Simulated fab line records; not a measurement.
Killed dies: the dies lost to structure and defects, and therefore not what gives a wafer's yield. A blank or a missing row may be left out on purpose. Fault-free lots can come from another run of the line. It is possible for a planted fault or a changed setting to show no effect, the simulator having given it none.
The tool behind it: which one?    flow berkeleyCmos170    14 lots with 40 wafers sampled at 4 steps, on a route of 331 steps

== WHAT EACH GAUGE READ, for each wafer ==
UCB170_WELLDRIVE_THK_MEAS_02. Usual: WELLDRIVE_OXIDE_THK 198 nm, standard deviation 3.5.
lot   measured     on            WELLDRIVE_OXIDE_THK (nm)  flag
L747  day 4 18:12  filmMetro-04  196 197 197               
L749  day 5 11:10  filmMetro-04  199 204 199               
L750  day 5 11:10  filmMetro-02  202 198 202               
L751  day 5 20:43  filmMetro-02  192 195 194               
L752  day 5 20:43  filmMetro-04  195 200 198               
L753  day 6 09:38  filmMetro-04  199 198 197               
L757  day 6 20:38  filmMetro-03  200 200 201               
L756  day 6 20:40  filmMetro-04  207 204 206               
L760  day 7 04:05  filmMetro-03  204 201 199               
L762  day 8 05:11  filmMetro-04  195 195 192               
L763  day 8 05:16  filmMetro-04  198 199                   
L764  day 8 05:17  filmMetro-02  190 193 194               
L765  day 8 05:19  filmMetro-04  201 200 200               
L766  day 8 18:22  filmMetro-03  193 196                   

UCB170_PFIELD_TW_MEAS_09. Usual: PFIELD_TW 600, standard deviation 3.8.
lot   measured     on            PFIELD_TW    flag
L747  day 5 21:12  filmMetro-04  597 602 599  
L749  day 6 08:22  filmMetro-03  598 601 600  
L750  day 6 08:46  filmMetro-04  596 598 598  
L751  day 6 23:37  filmMetro-01  600 599 597  
L752  day 6 23:35  filmMetro-03  604 598 603  
L753  day 7 04:42  filmMetro-04  603 601 607  
L757  day 7 20:04  filmMetro-01  600 601 600  
L756  day 7 19:38  filmMetro-04  606 605 607  
L760  day 8 03:44  filmMetro-04  606 606 605  
L762  day 9 04:50  filmMetro-03  599 596 598  
L763  day 9 05:49  filmMetro-01  595          
L764  day 9 05:44  filmMetro-04  594 595 595  
L765  day 9 05:01  filmMetro-04  597 598 594  
L766  day 9 17:47  filmMetro-01  592          

== WHAT TOOL EACH LOT RAN ON (gives the tool, then ch and the chambers of the sampled wafers, and finally the start) ==
lot   UCB170_ACTIVE_ETCH_15             UCB170_ACTIVE_STRIP_16
L747  rieDiel-01 ch 0,1,2, day 5 18:56  plasmaAsher-04 ch 0,1, day 5 19:02
L749  rieDiel-04 ch 0,2, day 6 06:20    plasmaAsher-04 ch 0, day 6 06:27
L750  rieDiel-01 ch 2,3, day 6 06:35    plasmaAsher-03 ch 0,1, day 6 06:41
L751  rieDiel-01 ch 0,1, day 6 19:32    plasmaAsher-02 ch 0,1, day 6 19:38
L752  rieDiel-04 ch 0,1,3, day 6 19:23  plasmaAsher-04 ch 0,1, day 6 19:29
L753  rieDiel-01 ch 1,3, day 7 02:48    plasmaAsher-02 ch 0,1, day 7 02:54
L757  rieDiel-04 ch 1,3, day 7 16:52    plasmaAsher-04 ch 0,1, day 7 16:58
L756  rieDiel-03 ch 0,3, day 7 16:46    plasmaAsher-03 ch 0,1, day 7 16:54
L760  rieDiel-03 ch 1,2,3, day 8 00:44  plasmaAsher-04 ch 0,1, day 8 00:52
L762  rieDiel-04 ch 0,2, day 9 02:06    plasmaAsher-03 ch 0,1, day 9 02:12
L763  rieDiel-03 ch 0,2, day 9 02:42    plasmaAsher-02 ch 0,1, day 9 02:50
L764  rieDiel-03 ch 0,1, day 9 01:59    plasmaAsher-04 ch 0,1, day 9 02:05
L765  rieDiel-01 ch 0,1,3, day 9 02:09  plasmaAsher-04 ch 0,1, day 9 02:15
L766  rieDiel-03 ch 0,1, day 9 15:44    plasmaAsher-02 ch 1, day 9 15:50
- UCB170_ACTIVE_ETCH_15: etches Si3N4 in CH3F/Ar/O2, stops on SiO2, target depth 242 nm, time 151 s.
- UCB170_ACTIVE_STRIP_16: strips in O2.

== AS READ BY THE TOOLS THEMSELVES (means over the sampled wafers that have a number; for cases with no such wafer, the mark the record gives instead) ==
UCB170_ACTIVE_ETCH_15. Usual: drypumpMotorCurrentA 5.8 A, standard deviation 0.6; oesProductAu 0.937 a.u., standard deviation 0.014; rfFwdPowerW 448.0 W, standard deviation 1.4; throttleValvePct 8.01 %, standard deviation 0.08.
lot   tool        drypumpMotorCurrentA (A)  oesProductAu (a.u.)  rfFwdPowerW (W)  throttleValvePct (%)  flag
L747  rieDiel-01  5.8                       0.942                448.3            8.06                  
L749  rieDiel-04  6.0                       0.940                448.5            7.90                  
L750  rieDiel-01  5.3                       0.935                448.6            8.04                  
L751  rieDiel-01  6.3                       0.924                447.9            8.08                  
L752  rieDiel-04  6.0                       0.939                448.1            7.99                  
L753  rieDiel-01  6.1                       0.922                448.6            8.05                  
L757  rieDiel-04  6.2                       0.926                447.7            8.01                  
L756  rieDiel-03  5.4                       0.941                448.0            8.06                  
L760  rieDiel-03  5.5                       0.957                447.7            7.98                  
L762  rieDiel-04  5.9                       0.932                447.6            7.94                  
L763  rieDiel-03  6.4                       0.935                414.1            8.12                  OFF
L764  rieDiel-03  5.4                       0.938                448.9            7.94                  
L765  rieDiel-01  6.0                       0.946                446.0            8.06                  
L766  rieDiel-03  5.7                       0.923                412.0            7.98                  OFF

UCB170_ACTIVE_STRIP_16. Usual: drypumpMotorCurrentA 6.05 A, standard deviation 0.28; oesProductAu 0.721 a.u., standard deviation 0.004; stripTimeToEndpointS 18.15 s, standard deviation 0.13.
lot   tool            drypumpMotorCurrentA (A)  oesProductAu (a.u.)  stripTimeToEndpointS (s)  flag
L747  plasmaAsher-04  5.97                      0.722                18.28                     
L749  plasmaAsher-04  6.20                      0.720                18.22                     
L750  plasmaAsher-03  5.71                      0.720                18.27                     
L751  plasmaAsher-02  6.26                      0.718                18.19                     
L752  plasmaAsher-04  5.97                      0.722                18.04                     
L753  plasmaAsher-02  6.24                      0.725                18.23                     
L757  plasmaAsher-04  6.14                      0.718                17.91                     
L756  plasmaAsher-03  5.71                      0.722                18.15                     
L760  plasmaAsher-04  5.96                      0.724                18.15                     
L762  plasmaAsher-03  5.70                      0.723                18.05                     
L763  plasmaAsher-02  6.33                      0.719                18.29                     
L764  plasmaAsher-04  6.01                      0.724                18.19                     
L765  plasmaAsher-04  6.12                      0.720                18.03                     
L766  plasmaAsher-02  6.09                      0.717                18.38                     

== THE ANSWER, worked out from the rows above alone ==
Rule: lot off if the mean of its wafers having a number is beyond 3 standard deviations from the usual mean. A lot without any number at a reading at which 4 lots or more have one is off too. All remaining lots with rows at the step are treated as sound. First the gauges in route order, then the tools' own readings, where a lot's mean is used as printed above. At the first step where some lot is off, the reading lying furthest off is the one used; lots without a number count as furthest.
Off: L763, L766, at UCB170_ACTIVE_ETCH_15 (rfFwdPowerW).
A tool fits if, at that step or a process step before it, it ran every lot that is off, and no sound lot after the first of them. One fits: rieDiel-03 at UCB170_ACTIVE_ETCH_15. A fault onset in the window from L764 (day 9 01:59, its last sound lot) to L763 (day 9 02:42, its first lot off) fits.
On the lots that are off, the tool's own readings at UCB170_ACTIVE_ETCH_15 differ by more than 5 times the standard deviation of the sound lots' means, which bears it out; rfFwdPowerW reads 413.1 W there versus 448.0 W on the sound lots.

== WHAT THE SIMULATOR PUT IN ==
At UCB170_ACTIVE_ETCH_15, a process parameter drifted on rieDiel-03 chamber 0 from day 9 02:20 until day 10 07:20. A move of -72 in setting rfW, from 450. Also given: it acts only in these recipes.
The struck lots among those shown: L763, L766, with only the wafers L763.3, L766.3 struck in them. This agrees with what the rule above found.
